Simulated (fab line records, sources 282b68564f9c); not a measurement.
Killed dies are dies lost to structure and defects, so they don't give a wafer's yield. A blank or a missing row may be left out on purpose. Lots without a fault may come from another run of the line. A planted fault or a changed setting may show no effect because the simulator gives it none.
Which tool did it? | flow rit_cmos | 14 lots, 42 wafers sampled, at 2 steps of a route of 202

WHAT THE GAUGES READ, wafer by wafer
RIT_ACTIVE_THK_MEAS_04. Usual: ACTIVE_NITRIDE_THK 149.8 nm, standard deviation 1.2.
lot  | measured    | on            | ACTIVE_NITRIDE_THK (nm) | flag
L553 | day 1 13:32 | film_metro-02 | 148.0 146.9 147.6       |
L554 | day 1 18:34 | film_metro-03 | 148.0 148.3 148.2       |
L555 | day 1 23:32 | film_metro-02 | 151.0 149.7 149.9       |
L556 | day 2 04:32 | film_metro-04 | 148.5 149.7 148.3       |
L557 | day 2 09:32 | film_metro-03 | 149.1 148.2 148.0       |
L559 | day 2 19:32 | film_metro-03 | 150.3 152.0 150.8       |
L561 | day 3 05:32 | film_metro-04 | 149.3 149.1 149.6       |
L563 | day 3 16:14 | film_metro-04 | 150.1 150.9 150.5       |
L564 | day 3 20:32 | film_metro-04 | 231.3 229.8 230.6       | OFF
L565 | day 4 01:32 | film_metro-04 | 232.5 232.4 232.6       | OFF
L566 | day 4 07:15 | film_metro-03 | 150.3 148.1 147.4       |
L572 | day 5 13:03 | film_metro-04 | 148.9 149.2 149.6       |
L573 | day 5 17:40 | film_metro-04 | 150.1 149.3 148.2       |
L576 | day 6 08:33 | film_metro-03 | 149.4 150.1 149.1       |

WHICH TOOL RAN EACH LOT (tool, then ch and the chambers of the sampled wafers, then the start)
lot  | RIT_ACTIVE_CVD_03
L553 | lpcvd-02 ch 0, day 1 12:07
L554 | lpcvd-02 ch 0, day 1 17:07
L555 | lpcvd-01 ch 0, day 1 22:07
L556 | lpcvd-02 ch 0, day 2 03:07
L557 | lpcvd-01 ch 1, day 2 08:07
L559 | lpcvd-02 ch 1, day 2 18:07
L561 | lpcvd-01 ch 1, day 3 04:07
L563 | lpcvd-02 ch 1, day 3 14:49
L564 | lpcvd-02 ch 0, day 3 19:07
L565 | lpcvd-02 ch 0, day 4 00:07
L566 | lpcvd-01 ch 1, day 4 05:08
L572 | lpcvd-01 ch 1, day 5 11:37
L573 | lpcvd-01 ch 1, day 5 16:15
L576 | lpcvd-01 ch 1, day 6 07:07
- RIT_ACTIVE_CVD_03: deposits Si3N4 from SiH2Cl2/NH3, target thk 150 nm, time 1500 s.

WHAT THE TOOLS THEMSELVES READ (means of the sampled wafers that have a number; where no wafer has one, the mark that the record gives instead)
RIT_ACTIVE_CVD_03. Usual: spike_tc_source_C 832.0 C, standard deviation 1.5; susceptor_temp_C 810.0 C, standard deviation 0.33; zone_power_centre_pct 39.6 %, standard deviation 2.8.
lot  | tool     | spike_tc_source_C (C) | susceptor_temp_C (C) | zone_power_centre_pct (%) | flag
L553 | lpcvd-02 | 833.6                 | 810.1                | 36.1                      |
L554 | lpcvd-02 | 833.4                 | 810.2                | 36.3                      |
L555 | lpcvd-01 | 831.5                 | 810.3                | 40.6                      |
L556 | lpcvd-02 | 832.8                 | 810.2                | 36.1                      |
L557 | lpcvd-01 | 830.5                 | 809.8                | 39.4                      |
L559 | lpcvd-02 | 830.4                 | 810.0                | 44.5                      |
L561 | lpcvd-01 | 831.3                 | 810.0                | 39.9                      |
L563 | lpcvd-02 | 831.4                 | 810.2                | 43.8                      |
L564 | lpcvd-02 | 834.2                 | 810.1                | 36.1                      |
L565 | lpcvd-02 | 833.8                 | 809.7                | 36.2                      |
L566 | lpcvd-01 | 831.1                 | 810.1                | 39.2                      |
L572 | lpcvd-01 | 831.5                 | 809.6                | 39.5                      |
L573 | lpcvd-01 | 831.2                 | 809.8                | 39.3                      |
L576 | lpcvd-01 | 831.5                 | 809.7                | 39.4                      |

THE ANSWER, worked out from the rows above alone
Rule: a lot is off if the mean of its wafers that have a number lies more than 3 standard deviations from the usual mean. A lot without any number at a reading at which 4 lots or more have one is off too. The other lots that the step has rows for count as sound. The gauges are gone through in route order, then the tools' own readings, and for those a lot's mean is taken as printed above. The first step at which some lot is off is used, and at that step the reading that is off furthest; a lot without a number counts as furthest.
Off: L564, L565, at RIT_ACTIVE_THK_MEAS_04 (ACTIVE_NITRIDE_THK).
A tool fits if, at a process step before that reading, it ran every lot that is off, and no sound lot after the first of them. The gauges at RIT_ACTIVE_THK_MEAS_04 are tried like those tools. One fits: lpcvd-02 at RIT_ACTIVE_CVD_03. Its last sound lot is L563 (day 3 14:49), its first lot that is off L564 (day 3 19:07): a fault that began between those two fits.

WHAT THE SIMULATOR HAD PUT IN
Process parameter drift: lpcvd-02, from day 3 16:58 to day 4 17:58, at RIT_ACTIVE_CVD_03. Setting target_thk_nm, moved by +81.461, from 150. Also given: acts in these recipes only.
Lots struck among those shown: L564, L565. The rule above found the same.
